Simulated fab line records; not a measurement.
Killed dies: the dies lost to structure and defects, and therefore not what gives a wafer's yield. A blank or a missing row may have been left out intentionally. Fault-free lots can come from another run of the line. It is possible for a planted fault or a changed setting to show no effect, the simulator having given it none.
fab line records | flow ritCmos
[record] lots = 14 | wafers = 42 | lastDay = 6
route steps=202 shown ACTIVE@7 M1@202
lots untouched by any fault: they come from a run of this same line in which no faults occurred
startH: hours from the record's opening day to when the first of the lot's shown wafers began | waitH: hours since the lot's step before | " the same as in the row above | L1.1+2: a row that stands for several wafers | - no value present, or no start provided | * or withheld: withheld | < > ~ a bound
route shown NAME@n: a module of which the file shows steps, and the number in the route of the first | usual: average and standard deviation across the fault-free wafers | same: alike in all rows | chamber/n: place in a boat | sites: the reading at each site | _std_site: standard deviation across them | _edge_site: inner sites' mean taken away from outer sites' mean | radiusMm: for every site, how far away it sits from the centre of the wafer | mask NAME#n: copy n | behind: the most recent tool/chamber to have shaped the wafer | hold: cause of the lot's hold/its duration in hours/its outcome | device: names the non-switching transistor (n, p or np) | end of line: tests of these same wafers at the route's end | a step with no rows: only its recipe | killed: dies lost to structure and defects at the first sort, not the wafer's yield | map: a wafer's dies, x killed, . not, _ none there
set.NAME: the run value of the setting; set.NAME@STEP: its run value at that earlier step | model.NAME: the simulator's own value behind a step, which no gauge read
the route's steps for a sample of lots (tables are steps, rows are wafers)
[[steps]]
[step RIT_ACTIVE_COAT_06]
[recipe] resist = NOVOLAK | spinRpm = 3250 | resistThkNm = 1000
[usual] dispensePressureKPa = 48.6/0.31 | spinSpeedRpm = 3250.1/2
lot.wafer | tool          | chamber | startH | waitH | dispensePressureKPa | spinSpeedRpm
L302.2    | lithoTrack-03 | 0       | 13.77  | 0.1   | 48.8                | 3246.6
L302.3    | "             | 0       | "      | "     | 48.8                | 3248.9
L302.4    | "             | 0       | "      | "     | 48.8                | 3248.2
L303.1    | lithoTrack-02 | 0       | 18.74  | 0.1   | 48.0                | 3251.3
L303.2    | "             | 0       | "      | "     | 48.0                | 3249.7
L303.5    | "             | 0       | "      | "     | 48.0                | 3246.7
L304.1    | lithoTrack-03 | 0       | 23.74  | 0.1   | 48.8                | 3247.4
L304.2    | "             | 0       | "      | "     | 48.8                | 3252.1
L304.5    | "             | 0       | "      | "     | 48.8                | 3254.9
L305.1    | lithoTrack-02 | 0       | 29.06  | 0.1   | 48.0                | 3250.0
L305.3    | "             | 0       | "      | "     | 48.0                | 3250.1
L305.4    | "             | 0       | "      | "     | 48.0                | 3250.5
L306.2    | lithoTrack-03 | 0       | 34.47  | 0.1   | 48.8                | 3247.5
L306.4    | "             | 0       | "      | "     | 48.8                | 3247.2
L306.5    | "             | 0       | "      | "     | 48.8                | 3249.8
L307.2    | lithoTrack-04 | 0       | 39.02  | 0.1   | 48.7                | 3252.4
L307.5    | "             | 0       | "      | "     | 48.7                | 3250.6
L307.6    | "             | 0       | "      | "     | 48.7                | 3250.4
L308.1    | lithoTrack-03 | 0       | 45.04  | 0.1   | 48.8                | 3249.2
L308.3    | "             | 0       | "      | "     | 48.8                | 3251.7
L308.4    | "             | 0       | "      | "     | 48.8                | 3250.4
L309.1    | lithoTrack-03 | 0       | 48.99  | 0.1   | 48.8                | 3246.2
L309.2    | "             | 0       | "      | "     | 48.8                | 3254.9
L309.5    | "             | 0       | "      | "     | 48.8                | 3249.1
L310.1    | lithoTrack-02 | 0       | 53.74  | 0.1   | 48.1                | 3249.0
L310.2    | "             | 0       | "      | "     | 48.0                | 3250.8
L310.5    | "             | 0       | "      | "     | 48.0                | 3250.4
L311.1    | lithoTrack-04 | 0       | 58.74  | 0.1   | 48.8                | 3246.6
L311.4    | "             | 0       | "      | "     | 48.8                | 3250.7
L311.6    | "             | 0       | "      | "     | 48.7                | 3249.7
L318.1    | lithoTrack-03 | 0       | 95.22  | 0.1   | 48.8                | 3249.9
L318.3    | "             | 0       | "      | "     | 48.8                | 3250.8
L318.6    | "             | 0       | "      | "     | 48.8                | 3251.4
L319.1    | lithoTrack-02 | 0       | 98.74  | 0.1   | 48.0                | 3248.6
L319.2    | "             | 0       | "      | "     | 48.0                | 3249.7
L319.6    | "             | 0       | "      | "     | 48.0                | 3250.7
L320.2    | lithoTrack-03 | 0       | 104.93 | 0.1   | 48.8                | 3202.8
L320.3    | "             | 0       | "      | "     | 48.8                | 3202.7
L320.5    | "             | 0       | "      | "     | 48.8                | 3202.6
L321.2    | lithoTrack-03 | 0       | 110.78 | 0.1   | 48.8                | 3201.9
L321.3    | "             | 0       | "      | "     | 48.8                | 3201.6
L321.6    | "             | 0       | "      | "     | 48.8                | 3203.2
[step RIT_M1_PROBE_99]
[usual] killedAtContacts = 0.1/0.24 | killedAtFrontEnd = 7/3.1 | killedDies = 7/3.1 | killedOnRim = 1.7/1.4 | killedOpen = 3.6/2.1 | killedShort = 3.2/2
[same] grossDies = 264 | killed_at_M0_to_M3 = 0 | killed_at_M4_up = 0 | killedAtBackSide = 0 | killedAtOther = 0
lot.wafer | tool      | chamber | startH | waitH | killedAtContacts | killedAtFrontEnd | killedDies | killedOnRim | killedOpen | killedShort
L302.2    | prober-02 | -       | 57.98  | 0.1   | 0                | 5                | 5          | 2           | 1          | 4
L302.3    | prober-02 | -       | 58.03  | 0.2   | 0                | 11               | 11         | 6           | 7          | 4
L302.4    | prober-02 | -       | 58.08  | 0.2   | 0                | 8                | 8          | 2           | 5          | 3
L303.1    | prober-01 | -       | 64.00  | 0.1   | 0                | 11               | 11         | 2           | 5          | 6
L303.2    | prober-01 | -       | 64.05  | 0.1   | 0                | 10               | 10         | 1           | 3          | 7
L303.5    | prober-01 | -       | 64.20  | 0.2   | 0                | 7                | 7          | 1           | 4          | 3
L304.1    | prober-02 | -       | 69.36  | 0.1   | 0                | 7                | 7          | 4           | 4          | 3
L304.2    | prober-02 | -       | 69.41  | 0.1   | 0                | 4                | 4          | 1           | 2          | 2
L304.5    | prober-02 | -       | 69.56  | 0.2   | 0                | 6                | 6          | 1           | 4          | 2
L305.1    | prober-01 | -       | 72.03  | 0.1   | 0                | 4                | 4          | 1           | 2          | 2
L305.3    | prober-01 | -       | 72.13  | 0.2   | 0                | 10               | 10         | 1           | 8          | 2
L305.4    | prober-01 | -       | 72.18  | 0.2   | 0                | 9                | 9          | 2           | 5          | 4
L306.2    | prober-02 | -       | 78.51  | 0.1   | 0                | 6                | 6          | 1           | 2          | 4
L306.4    | prober-02 | -       | 78.61  | 0.2   | 0                | 4                | 4          | 0           | 3          | 1
L306.5    | prober-02 | -       | 78.66  | 0.2   | 0                | 13               | 13         | 6           | 8          | 5
L307.2    | prober-01 | -       | 85.83  | 0.1   | 0                | 3                | 3          | 0           | 2          | 1
L307.5    | prober-01 | -       | 85.98  | 0.2   | 0                | 6                | 6          | 1           | 0          | 6
L307.6    | prober-01 | -       | 86.03  | 0.2   | 0                | 3                | 3          | 1           | 1          | 2
L308.1    | prober-02 | -       | 87.51  | 0.1   | 0                | 2                | 2          | 0           | 1          | 1
L308.3    | prober-02 | -       | 87.61  | 0.2   | 0                | 11               | 11         | 1           | 6          | 5
L308.4    | prober-02 | -       | 87.66  | 0.2   | 0                | 9                | 9          | 3           | 7          | 2
L309.1    | prober-01 | -       | 95.13  | 0.1   | 0                | 6                | 6          | 2           | 3          | 3
L309.2    | prober-01 | -       | 95.18  | 0.1   | 0                | 4                | 4          | 1           | 3          | 1
L309.5    | prober-01 | -       | 95.33  | 0.2   | 0                | 6                | 6          | 1           | 3          | 3
L310.1    | prober-02 | -       | 98.10  | 0.1   | 0                | 3                | 3          | 0           | 3          | 0
L310.2    | prober-02 | -       | 98.15  | 0.1   | 0                | 2                | 2          | 0           | 2          | 0
L310.5    | prober-02 | -       | 98.30  | 0.2   | 0                | 7                | 7          | 2           | 7          | 0
L311.1    | prober-01 | -       | 110.12 | 0.1   | 0                | 3                | 3          | 0           | 2          | 1
L311.4    | prober-01 | -       | 110.27 | 0.2   | 1                | 10               | 11         | 2           | 6          | 5
L311.6    | prober-01 | -       | 110.37 | 0.2   | 0                | 9                | 9          | 2           | 6          | 3
L318.1    | prober-02 | -       | 138.42 | 0.1   | 0                | 4                | 4          | 0           | 2          | 2
L318.3    | prober-02 | -       | 138.52 | 0.2   | 0                | 4                | 4          | 2           | 2          | 2
L318.6    | prober-02 | -       | 138.67 | 0.2   | 0                | 6                | 6          | 1           | 4          | 2
L319.1    | prober-01 | -       | 144.29 | 0.1   | 0                | 6                | 6          | 0           | 1          | 5
L319.2    | prober-01 | -       | 144.34 | 0.1   | 0                | 6                | 6          | 1           | 2          | 4
L319.6    | prober-01 | -       | 144.54 | 0.2   | 0                | 4                | 4          | 0           | 3          | 1
L320.2    | prober-02 | -       | 153.07 | 0.1   | 0                | 9                | 9          | 2           | 5          | 4
L320.3    | prober-02 | -       | 153.12 | 0.2   | 0                | 9                | 9          | 0           | 2          | 7
L320.5    | prober-02 | -       | 153.22 | 0.2   | 0                | 6                | 6          | 2           | 3          | 3
L321.2    | prober-01 | -       | 155.63 | 0.1   | 0                | 6                | 6          | 3           | 2          | 4
L321.3    | prober-01 | -       | 155.68 | 0.2   | 0                | 10               | 10         | 5           | 7          | 3
L321.6    | prober-01 | -       | 155.83 | 0.2   | 0                | 7                | 7          | 1           | 4          | 3
// killed by level:class
L302.2 FOX1:geometricParticle:short=1 FOX1:geometricParticle:open=1 GATE:geometricParticle:short=1 SPACER:geometricParticle:short=1 SILICIDE:geometricParticle:short=1
L302.3 GATE:geometricParticle:short=4 FOX2:geometricParticle:open=3 GATE:geometricParticle:open=3 SPACER:geometricParticle:open=1
L302.4 GATE:geometricParticle:open=2 FOX1:geometricParticle:open=1 FOX2:geometricParticle:short=1 GATE:geometricParticle:short=1 REOX:geometricParticle:open=1 SPACER:geometricParticle:short=1 SILICIDE:geometricParticle:open=1
L303.1 GATE:geometricParticle:open=3 GATE:geometricParticle:short=2 SPACER:geometricParticle:short=2 FOX2:geometricParticle:open=1 FOX2:geometricParticle:short=1 REOX:geometricParticle:short=1 SILICIDE:geometricParticle:open=1
L303.2 GATE:geometricParticle:short=4 FOX1:geometricParticle:short=2 GATE:geometricParticle:open=2 REOX:geometricParticle:open=1 REOX:geometricParticle:short=1
L303.5 GATE:geometricParticle:open=3 GATE:geometricParticle:short=2 FOX1:geometricParticle:open=1 SILICIDE:geometricParticle:short=1
L304.1 GATE:geometricParticle:open=2 FOX1:geometricParticle:short=1 FOX1:geometricParticle:open=1 FOX2:geometricParticle:short=1 GATE:geometricParticle:short=1 SILICIDE:geometricParticle:open=1
L304.2 FOX2:geometricParticle:open=2 REOX:geometricParticle:short=1 SILICIDE:geometricParticle:short=1
L304.5 GATE:geometricParticle:open=3 GATE:geometricParticle:short=2 FOX1:geometricParticle:open=1
L305.1 GATE:geometricParticle:open=1 REOX:geometricParticle:open=1 REOX:geometricParticle:short=1 SPACER:geometricParticle:short=1
L305.3 SPACER:geometricParticle:open=3 GATE:geometricParticle:open=2 FOX1:geometricParticle:open=1 FOX1:geometricParticle:short=1 FOX2:geometricParticle:open=1 REOX:geometricParticle:open=1 SPACER:geometricParticle:short=1
L305.4 GATE:geometricParticle:open=4 GATE:geometricParticle:short=2 SPACER:geometricParticle:short=2 REOX:geometricParticle:open=1
L306.2 FOX1:geometricParticle:short=1 FOX2:geometricParticle:short=1 FOX2:geometricParticle:open=1 REOX:geometricParticle:short=1 SPACER:geometricParticle:open=1 SILICIDE:geometricParticle:short=1
L306.4 FOX2:geometricParticle:open=1 GATE:geometricParticle:short=1 GATE:geometricParticle:open=1 SPACER:geometricParticle:open=1
L306.5 GATE:geometricParticle:open=5 FOX2:geometricParticle:short=2 REOX:geometricParticle:open=2 FOX2:geometricParticle:open=1 GATE:geometricParticle:short=1 REOX:geometricParticle:short=1 SPACER:geometricParticle:short=1
L307.2 FOX1:geometricParticle:short=1 FOX1:geometricParticle:open=1 GATE:geometricParticle:open=1
L307.5 GATE:geometricParticle:short=3 ACTIVE:geometricParticle:short=1 REOX:geometricParticle:short=1 SILICIDE:geometricParticle:short=1
L307.6 FOX1:geometricParticle:short=2 GATE:geometricParticle:open=1
L308.1 FOX1:geometricParticle:open=1 SILICIDE:geometricParticle:short=1
L308.3 GATE:geometricParticle:short=4 GATE:geometricParticle:open=3 REOX:geometricParticle:open=2 SILICIDE:geometricParticle:open=1 SILICIDE:geometricParticle:short=1
L308.4 FOX1:geometricParticle:open=4 GATE:geometricParticle:open=2 FOX1:geometricParticle:short=1 GATE:geometricParticle:short=1 REOX:geometricParticle:open=1
L309.1 FOX1:geometricParticle:open=1 FOX1:geometricParticle:short=1 GATE:geometricParticle:short=1 GATE:geometricParticle:open=1 SPACER:geometricParticle:short=1 SILICIDE:geometricParticle:open=1
L309.2 FOX1:geometricParticle:open=2 GATE:geometricParticle:short=1 REOX:geometricParticle:open=1
L309.5 FOX1:geometricParticle:open=2 REOX:geometricParticle:short=2 FOX1:geometricParticle:short=1 SPACER:geometricParticle:open=1
L310.1 GATE:geometricParticle:open=3
L310.2 GATE:geometricParticle:open=1 SILICIDE:geometricParticle:open=1
L310.5 FOX1:geometricParticle:open=3 GATE:geometricParticle:open=3 SILICIDE:geometricParticle:open=1
L311.1 REOX:geometricParticle:short=1 REOX:geometricParticle:open=1 SPACER:geometricParticle:open=1
L311.4 REOX:geometricParticle:open=3 GATE:geometricParticle:open=2 REOX:geometricParticle:short=2 FOX1:geometricParticle:short=1 FOX2:geometricParticle:open=1 SILICIDE:geometricParticle:short=1 CONTACT:geometricParticle:short=1
L311.6 REOX:geometricParticle:open=2 SPACER:geometricParticle:open=2 FOX1:geometricParticle:short=1 GATE:geometricParticle:open=1 REOX:geometricParticle:short=1 SILICIDE:geometricParticle:open=1 SILICIDE:geometricParticle:short=1
L318.1 GATE:geometricParticle:short=1 GATE:geometricParticle:open=1 REOX:geometricParticle:short=1 REOX:geometricParticle:open=1
L318.3 SPACER:geometricParticle:open=2 REOX:geometricParticle:short=1 SPACER:geometricParticle:short=1
L318.6 REOX:geometricParticle:open=2 FOX2:geometricParticle:open=1 GATE:geometricParticle:open=1 GATE:geometricParticle:short=1 REOX:geometricParticle:short=1
L319.1 GATE:geometricParticle:short=2 FOX2:geometricParticle:short=1 GATE:geometricParticle:open=1 REOX:geometricParticle:short=1 SILICIDE:geometricParticle:short=1
L319.2 FOX2:geometricParticle:open=2 GATE:geometricParticle:short=2 FOX1:geometricParticle:short=1 SPACER:geometricParticle:short=1
L319.6 FOX2:geometricParticle:open=1 REOX:geometricParticle:short=1 REOX:geometricParticle:open=1 SPACER:geometricParticle:open=1
L320.2 SPACER:geometricParticle:open=3 GATE:geometricParticle:short=2 REOX:geometricParticle:short=2 FOX1:geometricParticle:open=1 REOX:geometricParticle:open=1
L320.3 REOX:geometricParticle:short=5 FOX2:geometricParticle:open=1 GATE:geometricParticle:short=1 GATE:geometricParticle:open=1 SPACER:geometricParticle:short=1
L320.5 FOX1:geometricParticle:short=2 FOX1:geometricParticle:open=1 REOX:geometricParticle:open=1 REOX:geometricParticle:short=1 SILICIDE:geometricParticle:open=1
L321.2 SILICIDE:geometricParticle:short=2 GATE:geometricParticle:short=1 GATE:geometricParticle:open=1 REOX:geometricParticle:open=1 SPACER:geometricParticle:short=1
L321.3 GATE:geometricParticle:open=2 SILICIDE:geometricParticle:short=2 SILICIDE:geometricParticle:open=2 FOX2:geometricParticle:open=1 REOX:geometricParticle:short=1 REOX:geometricParticle:open=1 SPACER:geometricParticle:open=1
L321.6 GATE:geometricParticle:open=2 SPACER:geometricParticle:open=2 SILICIDE:geometricParticle:short=2 GATE:geometricParticle:short=1
[[key]]
[firstSign] step = RIT_ACTIVE_COAT_06 | reading = spinSpeedRpm | direction = down | sigmas = 24 | usual = 3250.1 | struck = 3202.4
effect none on later readings
metAt RIT_ACTIVE_COAT_06
struckLots L320,L321
testerLeftOut L320,L321
onsetBetween 95.22 104.93
[fault] kind = processParameterDrift | tool = lithoTrack-03 | chamber = - | onsetH = 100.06 | steps = RIT_ACTIVE_COAT_06 | channel = spinRpm | offset = -48.982 | shape = step | endH = 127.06 | actsIn = theseRecipesOnly | stated = 3250
// testerLeftOut: of these lots the tester's yield and bins aren't shown, on N5 and GAA mostly nor the transistor test; their killed dies are dies lost to structure and defects alone, not to doping, threshold or leakage, so they don't give the yield
